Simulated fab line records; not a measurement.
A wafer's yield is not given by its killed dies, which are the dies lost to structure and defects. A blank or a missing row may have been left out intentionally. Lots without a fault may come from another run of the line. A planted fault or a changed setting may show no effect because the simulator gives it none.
Which tool did it?	flow berkeley_cmos170	14 lots, 42 wafers sampled, at 3 steps of a route of 331

WHAT THE GAUGES READ, wafer by wafer
UCB170_M1_CD_MEAS_09 targets a cd of 700 nm.
lot	measured	on	cd_nm (nm)
L627	day 8 20:30	cd_sem-02	698.1 699.2 697.0
L628	day 8 22:06	cd_sem-02	700.2 700.0 699.7
L632	day 9 05:22	cd_sem-01	701.7 700.7 700.9
L629	day 9 05:37	cd_sem-01	699.4 699.0 698.1
L630	day 9 06:49	cd_sem-02	700.5 699.9 700.4
L634	day 10 13:26	cd_sem-01	701.2 701.7 701.5
L640	day 11 01:16	cd_sem-02	700.6 698.5 700.0
L641	day 11 14:50	cd_sem-01	698.3 697.4 697.4
L642	day 11 16:45	cd_sem-02	699.2 698.7 699.6
L644	day 12 06:16	cd_sem-01	699.9 699.7 700.6
L646	day 12 06:43	cd_sem-01	699.4 701.3 699.8
L643	day 12 07:16	cd_sem-02	700.3 699.9 700.6
L647	day 12 20:02	cd_sem-02	702.8 701.7 701.9
L649	day 13 06:12	cd_sem-01	701.4 700.2 700.9

UCB170_V1_THK_MEAS_04.
lot	measured	on	V1_POLISHED_THK (nm)
L627	day 8 23:09	film_metro-04	998.6 998.7 1001.4
L628	day 9 00:37	film_metro-02	997.3 999.3 997.7
L632	day 9 07:53	film_metro-04	1000.4 998.2 999.4
L629	day 9 09:13	film_metro-04	1002.8 1001.6 998.6
L630	day 9 10:34	film_metro-02	1001.9 1000.6 1000.4
L634	day 10 15:57	film_metro-03	1000.4 1000.8 1002.3
L640	day 11 05:00	film_metro-02	997.0 998.9 996.3
L641	day 11 17:21	film_metro-04	998.3 998.7 998.9
L642	day 11 19:24	film_metro-04	999.5 998.0 997.7
L644	day 12 08:56	film_metro-02	1000.6 1000.3 998.9
L646	day 12 10:16	film_metro-02	1000.9 1001.0 1000.5
L643	day 12 10:34	film_metro-04	1000.0 999.2 999.9
L647	day 12 22:40	film_metro-03	1001.3 1000.4 1002.0
L649	day 13 08:43	film_metro-02	998.3 1000.9 999.9

UCB170_V1_OVL_MEAS_13.
lot	measured	on	V1_OVL (nm)
L627	day 9 03:02	overlay-01	-4 -16 -6
L628	day 9 03:23	overlay-01	-4 -3 -6
L632	day 9 13:25	overlay-02	2 3 0
L629	day 9 13:47	overlay-01	-7 -8 1
L630	day 9 14:02	overlay-01	-5 2 -8
L634	day 10 17:16	overlay-01	-11 -4 -15
L640	day 11 07:23	overlay-01	-1 1 2
L641	day 11 19:01	overlay-01	-7 2 -5
L642	day 11 22:09	overlay-01	1 2 -2
L644	day 12 10:20	overlay-02	-7 -16 -3
L646	day 12 12:22	overlay-01	-7 -14 -9
L643	day 12 12:55	overlay-01	0 -3 4
L647	day 13 02:51	overlay-01	2 8 3
L649	day 13 10:16	overlay-01	-6 3 -5

WHICH TOOL RAN EACH LOT (tool, then ch and the chambers of the sampled wafers, then the start)
The record holds no process step before these readings.

AS READ BY THE TOOLS THEMSELVES (means over the sampled wafers that have a number; for cases with no such wafer, the mark the record gives instead)
The record holds no such reading with a usual standard deviation.

THE ANSWER, worked out from the rows above alone
Rule: usual is defined by the lots themselves. The widest of any qualifying gaps counts: lots, ordered by their means at a reading, are off when they make up no more than a third of the lots, leave a main group of 4 or more, and stand apart from it by 3 or more times the standard deviation of that group's means. The tables above print the reading to a certain number of digits; a main group whose means all agree to those digits is not used. A lot without any number at a reading at which 4 lots or more have one is off too. Any other lot the step has rows for is counted as sound. The gauges are gone through in route order, then the tools' own readings, and for those a lot's mean is taken as printed above. At the first step where some lot is off, the reading lying furthest off is the one used; lots without a number count as furthest.
Across all readings shown, no lot is off: no conclusion can be drawn from this.

WHAT THE SIMULATOR PUT IN
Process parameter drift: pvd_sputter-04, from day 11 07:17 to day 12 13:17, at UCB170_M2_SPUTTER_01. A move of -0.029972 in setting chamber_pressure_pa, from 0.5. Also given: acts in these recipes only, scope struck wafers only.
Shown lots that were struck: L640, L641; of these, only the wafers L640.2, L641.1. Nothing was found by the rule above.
